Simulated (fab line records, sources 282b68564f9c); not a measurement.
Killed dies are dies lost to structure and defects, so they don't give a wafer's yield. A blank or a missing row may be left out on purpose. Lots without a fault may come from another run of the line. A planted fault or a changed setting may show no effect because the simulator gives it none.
A struck lot beside a sound one | flow rit_cmos | 43 steps out of a route of 202
Sound: wafers L877.1, L877.4, L877.5. Struck: wafer L884.1. (L884.3, L884.5 of the same lot were not struck and are left out.) The cause comes at the end.
At each step with rows: each side's tool, then ch and its chambers, then its first start. Under that, the readings that differ: sound wafers | struck wafers | difference of the means | sigmas: that difference in standard deviations of wafers without a fault.
alike: readings whose means differ by less than 2 such deviations, and words and numbers that are the same on both sides. not compared: withheld readings, readings that some wafer has no value for, bounds like >300 that may hide the same value, and numbers for which the record gives no deviation and whose values overlap.
The two part at a step that has a row with sigmas, a row that says differs or no value, or rows on one side only. Numbers that don't overlap but have no deviation are shown without sigmas and don't part them. A reading that every wafer of one side lacks parts them only if that side has two wafers or more.

RIT_GATE_THK_MEAS_07:
  sound on film_metro-02, day 2 18:48; struck on film_metro-02, day 4 09:11
  alike: GATE_OXIDE_THK
then, 1 step without rows for these wafers: RIT_GATE_CVD_08 (deposits poly-Si from SiH4, target thk 250 nm, time 2220 s).
RIT_GATE_THK_MEAS_09:
  sound on film_metro-03, day 2 20:29; struck on film_metro-02, day 4 10:52
  alike: GATE_POLY_THK
then, 6 steps without rows for these wafers: RIT_GATE_HMDS_10 (prime time 60 s); RIT_GATE_COAT_11 (resist thk 856 nm); RIT_GATE_SOFTBAKE_12 (time 60 s); RIT_GATE_EXPOSE_13 (exposes mask M6, target cd 150 nm); RIT_GATE_PEB_14; RIT_GATE_DEVELOP_15 (develop time 50 s).
RIT_GATE_CD_MEAS_16: target cd 150 nm.
  sound on cd_sem-01, day 2 21:34; struck on cd_sem-01, day 4 11:54
  reading    | sound             | struck | difference | sigmas
  cd_nm (nm) | 149.7 152.2 151.1 | 144.4  | -6.6       | -3
RIT_GATE_OVL_MEAS_17:
  sound on overlay-01, day 2 21:41; struck on overlay-02, day 4 12:01
  alike: GATE_OVL
then, 1 step without rows for these wafers: RIT_GATE_HARDBAKE_18 (time 60 s).
RIT_GATE_ETCH_19: etches poly-Si in SF6/CHF3/O2, stops on SiO2, time 165 s, target depth 312.5 nm.
  sound on rie_si-01 ch 1,3, day 2 21:52; struck on rie_si-01 ch 3, day 4 12:13
  alike: CHF3_flow_sccm, SF6_flow_sccm, drypump_motor_current_A, oes_product_au, throttle_valve_pct
  not compared: rf_hours_counter_h
RIT_GATE_STRIP_20: strips in O2, time 180 s.
  sound on plasma_asher-01 ch 0, day 2 21:58; struck on plasma_asher-02 ch 1, day 4 12:19
  alike: drypump_motor_current_A
  not compared: rf_hours_counter_h
RIT_GATE_CD_MEAS_90: target cd 150 nm.
  sound on cd_sem-01, day 2 22:09; struck on cd_sem-01, day 4 12:29
  reading    | sound             | struck | difference | sigmas
  cd_nm (nm) | 150.0 152.4 150.5 | 145.0  | -6.0       | -2
then, 4 steps without rows for these wafers: RIT_REOX_CLEAN_00 (cleans in SC1, time 600 s); RIT_REOX_CLEAN_01 (cleans in dHF, time 30 s); RIT_REOX_CLEAN_02 (cleans in SC2, time 600 s); RIT_REOX_OXIDATION_03 (target thk 25.2 nm, ox time 5580 s).
RIT_REOX_THK_MEAS_04:
  sound on film_metro-02, day 3 01:11; struck on film_metro-02, day 4 16:49
  reading             | sound          | struck | difference | sigmas
  REOX_OXIDE_THK (nm) | 24.5 25.0 24.5 | 26.6   | +1.9       | +4
then, 6 steps without rows for these wafers: RIT_NLDD_HMDS_00 (prime time 60 s); RIT_NLDD_COAT_01 (resist thk 1000 nm); RIT_NLDD_SOFTBAKE_02 (time 60 s); RIT_NLDD_EXPOSE_03 (exposes mask M7, target cd 40700 nm); RIT_NLDD_PEB_04; RIT_NLDD_DEVELOP_05 (develop time 50 s).
RIT_NLDD_OVL_MEAS_06:
  sound on overlay-02, day 3 02:26; struck on overlay-01, day 4 17:52
  alike: NLDD_OVL
then, 2 steps without rows for these wafers: RIT_NLDD_HARDBAKE_07 (time 60 s); RIT_NLDD_IMPLANT_08.
RIT_NLDD_STRIP_09: strips in O2, time 180 s.
  sound on plasma_asher-02 ch 1, day 3 02:46; struck on plasma_asher-01 ch 1, day 4 18:11
  alike: drypump_motor_current_A
  not compared: rf_hours_counter_h
RIT_NLDD_TW_MEAS_10:
  sound on film_metro-01, day 3 02:56; struck on film_metro-03, day 4 18:22
  alike: NLDD_TW
then, 6 steps without rows for these wafers: RIT_PLDD_HMDS_00 (prime time 60 s); RIT_PLDD_COAT_01 (resist thk 1000 nm); RIT_PLDD_SOFTBAKE_02 (time 60 s); RIT_PLDD_EXPOSE_03 (exposes mask M8, target cd 40900 nm); RIT_PLDD_PEB_04; RIT_PLDD_DEVELOP_05 (develop time 50 s).
RIT_PLDD_OVL_MEAS_06:
  sound on overlay-01, day 3 03:59; struck on overlay-02, day 4 19:17
  alike: PLDD_OVL
then, 2 steps without rows for these wafers: RIT_PLDD_HARDBAKE_07 (time 60 s); RIT_PLDD_IMPLANT_08.
RIT_PLDD_STRIP_09: strips in O2, time 180 s.
  sound on plasma_asher-03 ch 0,1, day 3 04:19; struck on plasma_asher-03 ch 1, day 4 19:37
  alike: drypump_motor_current_A
  not compared: rf_hours_counter_h
RIT_PLDD_TW_MEAS_10:
  sound on film_metro-03, day 3 04:29; struck on film_metro-04, day 4 19:47
  alike: PLDD_TW
RIT_M1_PROBE_99:
  the record has rows for the struck wafers here (prober-02, day 5 09:07) and none for the sound ones

WHERE THEY PART
First at RIT_GATE_CD_MEAS_16; last, within this record, at RIT_M1_PROBE_99.

WHY: what the simulator had put in
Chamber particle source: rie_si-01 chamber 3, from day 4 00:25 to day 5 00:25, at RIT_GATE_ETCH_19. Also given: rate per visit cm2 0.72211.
